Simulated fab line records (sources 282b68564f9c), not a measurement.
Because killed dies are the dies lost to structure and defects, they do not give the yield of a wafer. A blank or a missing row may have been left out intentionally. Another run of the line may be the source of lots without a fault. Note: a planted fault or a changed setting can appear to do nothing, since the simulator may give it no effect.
fab line records + flow rit_cmos + part 2 of 2: steps 30 to 42 of 42
record
- lots=5
- wafers=15
- last_day=6
route steps=202 shown PSD@151 SDANNEAL@153 NSD@158 PLDD@159 NLDD@160 SILICIDE@161 CONTACT@168 M1@184
lots with no fault: from the same line, run without faults
start_h: hours from the record's opening day to when the first of the lot's shown wafers began + wait_h: hours since the lot's step before + " the same as in the row above + L1.1+2: one row covering several wafers at once + - value missing, or start not given + * or withheld: withheld + < > ~ a bound
route shown NAME@n: a module of which the file shows steps, and the number in the route of the first + usual: mean/standard deviation taken from wafers without a fault + same: alike in all rows + chamber/n: place in a boat + sites: readings site by site + _std_site: standard deviation across them + _edge_site: the outer-site mean with the inner-site mean subtracted + radius_mm: for every site, how far away it sits from the centre of the wafer + mask NAME#n: copy n + behind: the most recent tool/chamber to have shaped the wafer + hold: reason for holding the lot/hours on hold/outcome of the hold + device: the n, p or np transistor that did not switch + end of line: the same wafers' tests at the end of the route + step lacking rows: just its recipe + killed: not the wafer's yield, but the dies lost to structure and defects at the first sort + map: dies across one wafer; x = killed, . = not, _ = none there
set.NAME: setting as actually run; set.NAME@STEP: the setting as run at that earlier step + model.NAME: the simulator's own value behind a step, which no gauge read
certain route steps with their lots: each step a table, each wafer a row
services: a tool's chamber out of use, with start hour (start_h, from the record's first day; less than 0 if before it), hours out, and reason
## steps
# step RIT_CONTACT_STRIP_12
# recipe
- chemistry=O2
- time_s=180
- resist=NOVOLAK
- platen_temp_c=withheld
- power_w=500
- pressure_mtorr=4000
- o2_flow_sccm=4000
# usual
- drypump_motor_current_A=5.5/0.51
- o2_flow_sccm=4000/12
- rf_refl_power_W=7.4/0.83
| lot.wafer | tool            | chamber | start_h | wait_h | drypump_motor_current_A | o2_flow_sccm | rf_hours_counter_h | rf_refl_power_W |
|-----------|-----------------|---------|---------|--------|-------------------------|--------------|--------------------|-----------------|
| L074.1    | plasma_asher-04 | 1       | 53.47   | 0.1    | 5.2                     | 4001         | 41                 | 7.2             |
| L074.3    | "               | 0       | "       | "      | 4.8                     | 4010         | -                  | 7.5             |
| L074.5    | "               | 1       | "       | "      | 5.2                     | 4005         | -                  | 7.1             |
| L082.3    | plasma_asher-02 | 1       | 93.48   | 0.2    | 5.7                     | 3981         | -                  | 9.3             |
| L082.4    | "               | 0       | "       | "      | 6.5                     | 4000         | -                  | 8.2             |
| L082.5    | "               | 0       | "       | "      | 6.5                     | 3988         | -                  | 7.9             |
| L085.2    | plasma_asher-04 | 1       | 108.11  | 0.1    | 5.2                     | 4006         | 47                 | 7.3             |
| L085.4    | "               | 0       | "       | "      | 4.8                     | 3983         | -                  | 7.7             |
| L085.6    | "               | 1       | "       | "      | 5.2                     | 4020         | -                  | 7.2             |
| L087.1    | plasma_asher-02 | 0       | 120.37  | 0.1    | 6.5                     | 3998         | 50                 | 8.0             |
| L087.2    | "               | 1       | "       | "      | 5.7                     | 3978         | 50                 | 9.0             |
| L087.6    | "               | 1       | "       | "      | 5.7                     | 3982         | -                  | 9.3             |
| L091.1    | plasma_asher-03 | 1       | 140.60  | 0.1    | 5.7                     | 4019         | 34                 | 5.9             |
| L091.4    | "               | 1       | "       | "      | 5.7                     | 4001         | -                  | 5.8             |
| L091.5    | "               | 0       | "       | "      | 6.0                     | 3998         | -                  | 7.4             |
# step RIT_CONTACT_CD_MEAS_90
# recipe
- target_cd_nm=1000
# usual
- cd_nm=1000.1/2.3
| lot.wafer | tool      | chamber | start_h | wait_h | cd_nm  |
|-----------|-----------|---------|---------|--------|--------|
| L074.1    | cd_sem-01 | -       | 53.65   | 0.1    | 1001.0 |
| L074.3    | "         | -       | "       | "      | 1000.5 |
| L074.5    | "         | -       | "       | "      | 999.5  |
| L082.3    | cd_sem-02 | -       | 93.63   | 0.1    | 996.6  |
| L082.4    | "         | -       | "       | "      | 997.0  |
| L082.5    | "         | -       | "       | "      | 994.5  |
| L085.2    | cd_sem-02 | -       | 108.30  | 0.1    | 1000.7 |
| L085.4    | "         | -       | "       | "      | 1001.0 |
| L085.6    | "         | -       | "       | "      | 999.2  |
| L087.1    | cd_sem-02 | -       | 120.55  | 0.1    | 999.1  |
| L087.2    | "         | -       | "       | "      | 1000.6 |
| L087.6    | "         | -       | "       | "      | 1001.4 |
| L091.1    | cd_sem-02 | -       | 140.77  | 0.1    | 999.9  |
| L091.4    | "         | -       | "       | "      | 1002.3 |
| L091.5    | "         | -       | "       | "      | 1003.8 |
# step RIT_CONTACT_CLEAN_13
# recipe
- chemistry=SC1
- mix=3:3:50
- time_s=600
- temp_c=75
| lot.wafer  | tool         | chamber | start_h | wait_h |
|------------|--------------|---------|---------|--------|
| L074.1+3+5 | wet_bench-03 | 0       | 53.77   | 0.1    |
| L082.3+4+5 | wet_bench-02 | 1       | 93.71   | 0.1    |
| L085.2+4+6 | wet_bench-02 | 0       | 108.40  | 0.1    |
| L087.1+2+6 | wet_bench-04 | 1       | 120.67  | 0.1    |
| L091.1+4+5 | wet_bench-04 | 2       | 140.89  | 0.1    |
# step RIT_CONTACT_CLEAN_14
# recipe
- chemistry=SC2
- mix=3:3:50
- time_s=600
- temp_c=75
- dry=n2_spin
| lot.wafer  | tool         | chamber | start_h | wait_h |
|------------|--------------|---------|---------|--------|
| L074.1+3+5 | wet_bench-04 | 2       | 53.94   | 0.0    |
| L082.3+4+5 | wet_bench-04 | 1       | 93.90   | 0.0    |
| L085.2+4+6 | wet_bench-03 | 1       | 108.59  | 0.0    |
| L087.1+2+6 | wet_bench-03 | 0       | 120.84  | 0.0    |
| L091.1+4+5 | wet_bench-03 | 3       | 141.07  | 0.0    |
# step RIT_M1_SPUTTER_00
# recipe
- material=Al
- target_thk_nm=400
- power_w=2000
- chamber_pressure_pa=0.4
- gas=Ar
- time_s=500
- substrate_temp_c=25
# usual
- throttle_valve_pct=29.9/0.88
| lot.wafer | tool           | chamber | start_h | wait_h | throttle_valve_pct |
|-----------|----------------|---------|---------|--------|--------------------|
| L074.1    | pvd_sputter-04 | -       | 54.12   | 0.0    | 28.7               |
| L074.3    | "              | -       | "       | "      | 29.6               |
| L074.5    | "              | -       | "       | "      | 30.8               |
| L082.3    | pvd_sputter-04 | -       | 94.09   | 0.0    | 28.5               |
| L082.4    | "              | -       | "       | "      | 30.9               |
| L082.5    | "              | -       | "       | "      | 31.1               |
| L085.2    | pvd_sputter-02 | -       | 108.77  | 0.0    | 30.3               |
| L085.4    | "              | -       | "       | "      | 29.6               |
| L085.6    | "              | -       | "       | "      | 30.3               |
| L087.1    | pvd_sputter-04 | -       | 121.04  | 0.0    | 30.9               |
| L087.2    | "              | -       | "       | "      | 30.9               |
| L087.6    | "              | -       | "       | "      | 31.2               |
| L091.1    | pvd_sputter-04 | -       | 141.24  | 0.0    | 31.2               |
| L091.4    | "              | -       | "       | "      | 28.5               |
| L091.5    | "              | -       | "       | "      | 28.6               |
# step RIT_M1_RS_MEAS_01
# recipe
- thk_meas_gauge=four-point-probe
- reads=Al_of_M1_SPUTTER_00
# usual
- M1_AL_RS=0.0736/0.00088
| lot.wafer | tool          | chamber | start_h | wait_h | M1_AL_RS[ohm/sq] |
|-----------|---------------|---------|---------|--------|------------------|
| L074.1    | film_metro-03 | -       | 54.41   | 0.1    | 0.0735           |
| L074.3    | "             | -       | "       | "      | 0.0734           |
| L074.5    | "             | -       | "       | "      | 0.0730           |
| L082.3    | film_metro-03 | -       | 94.43   | 0.2    | 0.0732           |
| L082.4    | "             | -       | "       | "      | 0.0733           |
| L082.5    | "             | -       | "       | "      | 0.0732           |
| L085.2    | film_metro-04 | -       | 109.08  | 0.2    | 0.0738           |
| L085.4    | "             | -       | "       | "      | 0.0743           |
| L085.6    | "             | -       | "       | "      | 0.0737           |
| L087.1    | film_metro-04 | -       | 121.33  | 0.1    | 0.0748           |
| L087.2    | "             | -       | "       | "      | 0.0748           |
| L087.6    | "             | -       | "       | "      | 0.0744           |
| L091.1    | film_metro-04 | -       | 141.54  | 0.1    | 0.0736           |
| L091.4    | "             | -       | "       | "      | 0.0742           |
| L091.5    | "             | -       | "       | "      | 0.0741           |
# step RIT_M1_THK_MEAS_02
# recipe
- thk_meas_gauge=xrf
- reads=Al_of_M1_SPUTTER_00
# usual
- M1_AL_THK=401/4.9
| lot.wafer | tool          | chamber | start_h | wait_h | M1_AL_THK[nm] |
|-----------|---------------|---------|---------|--------|---------------|
| L074.1    | film_metro-03 | -       | 54.53   | 0.1    | 398           |
| L074.3    | "             | -       | "       | "      | 400           |
| L074.5    | "             | -       | "       | "      | 403           |
| L082.3    | film_metro-03 | -       | 94.53   | 0.1    | 401           |
| L082.4    | "             | -       | "       | "      | 398           |
| L082.5    | "             | -       | "       | "      | 401           |
| L085.2    | film_metro-04 | -       | 109.19  | 0.1    | 402           |
| L085.4    | "             | -       | "       | "      | 396           |
| L085.6    | "             | -       | "       | "      | 403           |
| L087.1    | film_metro-04 | -       | 121.45  | 0.1    | 395           |
| L087.2    | "             | -       | "       | "      | 398           |
| L087.6    | "             | -       | "       | "      | 400           |
| L091.1    | film_metro-04 | -       | 141.66  | 0.1    | 400           |
| L091.4    | "             | -       | "       | "      | 396           |
| L091.5    | "             | -       | "       | "      | 399           |
# step RIT_M1_HMDS_03
# recipe
- prime_time_s=60
- prime_temp_c=140
| lot.wafer  | tool           | chamber | start_h | wait_h |
|------------|----------------|---------|---------|--------|
| L074.1+3+5 | litho_track-04 | 0       | 54.59   | 0.1    |
| L082.3+4+5 | litho_track-01 | 0       | 94.62   | 0.1    |
| L085.2+4+6 | litho_track-04 | 0       | 109.31  | 0.1    |
| L087.1+2+6 | litho_track-03 | 0       | 121.51  | 0.1    |
| L091.1+4+5 | litho_track-03 | 0       | 141.72  | 0.1    |
# step RIT_M1_COAT_04
# recipe
- resist=NOVOLAK
- spin_rpm=2000
- resist_thk_nm=1300
| lot.wafer  | tool           | chamber | start_h | wait_h |
|------------|----------------|---------|---------|--------|
| L074.1+3+5 | litho_track-04 | 0       | 54.74   | 0.1    |
| L082.3+4+5 | litho_track-01 | 0       | 94.77   | 0.1    |
| L085.2+4+6 | litho_track-04 | 0       | 109.46  | 0.1    |
| L087.1+2+6 | litho_track-03 | 0       | 121.66  | 0.1    |
| L091.1+4+5 | litho_track-03 | 0       | 141.87  | 0.1    |
# step RIT_M1_SOFTBAKE_05
# recipe
- resist=NOVOLAK
- temp_c=90
- time_s=60
| lot.wafer  | tool           | chamber | start_h | wait_h |
|------------|----------------|---------|---------|--------|
| L074.1+3+5 | litho_track-04 | 0       | 54.89   | 0.1    |
| L082.3+4+5 | litho_track-01 | 0       | 94.92   | 0.1    |
| L085.2+4+6 | litho_track-04 | 0       | 109.61  | 0.1    |
| L087.1+2+6 | litho_track-03 | 0       | 121.81  | 0.1    |
| L091.1+4+5 | litho_track-03 | 0       | 142.02  | 0.1    |
# step RIT_M1_EXPOSE_06
# recipe
- mask_id=M12
- na=0.6
- source_shape=conventional
- sigma_outer=0.5
- target_cd_nm=2600
- dose_mj=250
# usual
- focus_offset_nm=0.0/0.51
# same
- sigma_outer=0.5
| lot.wafer | tool             | chamber | start_h | wait_h | mask  | focus_offset_nm |
|-----------|------------------|---------|---------|--------|-------|-----------------|
| L074.1    | iline_stepper-02 | 0       | 55.17   | 0.2    | M12#0 | 0.3             |
| L074.3    | "                | 0       | "       | "      | M12#0 | 0.6             |
| L074.5    | "                | 0       | "       | "      | M12#0 | 0.1             |
| L082.3    | iline_stepper-02 | 0       | 95.18   | 0.2    | M12#0 | 0.0             |
| L082.4    | "                | 0       | "       | "      | M12#0 | -0.5            |
| L082.5    | "                | 0       | "       | "      | M12#0 | -0.9            |
| L085.2    | iline_stepper-02 | 0       | 109.88  | 0.2    | M12#0 | 0.2             |
| L085.4    | "                | 0       | "       | "      | M12#0 | -1.3            |
| L085.6    | "                | 0       | "       | "      | M12#0 | -0.7            |
| L087.1    | iline_stepper-02 | 0       | 121.96  | 0.1    | M12#0 | 0.4             |
| L087.2    | "                | 0       | "       | "      | M12#0 | 0.4             |
| L087.6    | "                | 0       | "       | "      | M12#0 | 0.1             |
| L091.1    | iline_stepper-02 | 0       | 142.17  | 0.1    | M12#0 | 0.6             |
| L091.4    | "                | 0       | "       | "      | M12#0 | 0.2             |
| L091.5    | "                | 0       | "       | "      | M12#0 | 0.0             |
# step RIT_M1_PEB_07
# recipe
- resist=NOVOLAK
- temp_c=withheld
- time_s=withheld
| lot.wafer  | tool           | chamber | start_h | wait_h |
|------------|----------------|---------|---------|--------|
| L074.1+3+5 | litho_track-04 | 0       | 55.28   | 0.1    |
| L082.3+4+5 | litho_track-04 | 0       | 95.32   | 0.1    |
| L085.2+4+6 | litho_track-01 | 0       | 110.08  | 0.2    |
| L087.1+2+6 | litho_track-03 | 0       | 122.08  | 0.1    |
| L091.1+4+5 | litho_track-03 | 0       | 142.32  | 0.1    |
# step RIT_M1_DEVELOP_08
# recipe
- resist=NOVOLAK
- develop_time_s=68
- dev_temp_c=23
| lot.wafer  | tool           | chamber | start_h | wait_h |
|------------|----------------|---------|---------|--------|
| L074.1+3+5 | litho_track-04 | 0       | -       | -      |
| L082.3+4+5 | litho_track-04 | 0       | -       | -      |
| L085.2+4+6 | litho_track-01 | 0       | -       | -      |
| L087.1+2+6 | litho_track-03 | 0       | -       | -      |
| L091.1+4+5 | litho_track-03 | 0       | -       | -      |
## services
| tool             | chamber | start_h | hours | kind   |
|------------------|---------|---------|-------|--------|
| rie_diel-03      | -       | 44.73   | 13.3  | repair |
| pecvd-02         | -       | 46.07   | 2.8   | pm     |
| pecvd-04         | 1       | 48.46   | 20.7  | repair |
| rie_diel-04      | 2       | 57.23   | 6.5   | repair |
| plasma_asher-03  | -       | 74.96   | 24.9  | pm     |
| rie_diel-03      | -       | 77.54   | 0.8   | repair |
| pvd_sputter-01   | -       | 79.46   | 6.0   | repair |
| plasma_asher-01  | -       | 85.33   | 2.8   | pm     |
| rie_diel-03      | -       | 87.80   | 2.8   | pm     |
| wet_bench-04     | -       | 89.14   | 0.6   | repair |
| pecvd-02         | -       | 90.11   | 1.5   | repair |
| pecvd-01         | -       | 90.66   | 0.4   | repair |
| iline_stepper-02 | -       | 97.56   | 2.5   | repair |
| rie_diel-04      | 3       | 101.87  | 3.9   | repair |
| pvd_sputter-01   | -       | 103.43  | 3.4   | repair |
| pvd_sputter-03   | -       | 105.45  | 2.0   | repair |
| pecvd-01         | -       | 106.60  | 5.5   | pm     |
| pvd_sputter-04   | -       | 107.19  | 1.9   | repair |
| plasma_asher-04  | -       | 108.75  | 9.0   | pm     |
| pvd_sputter-02   | -       | 114.65  | 40.5  | repair |
| rie_diel-04      | -       | 117.20  | 15.6  | pm     |
| iline_stepper-01 | -       | 119.86  | 1.7   | pm     |
| rie_diel-03      | -       | 139.52  | 15.6  | pm     |
| plasma_asher-03  | -       | 142.42  | 14.6  | pm     |
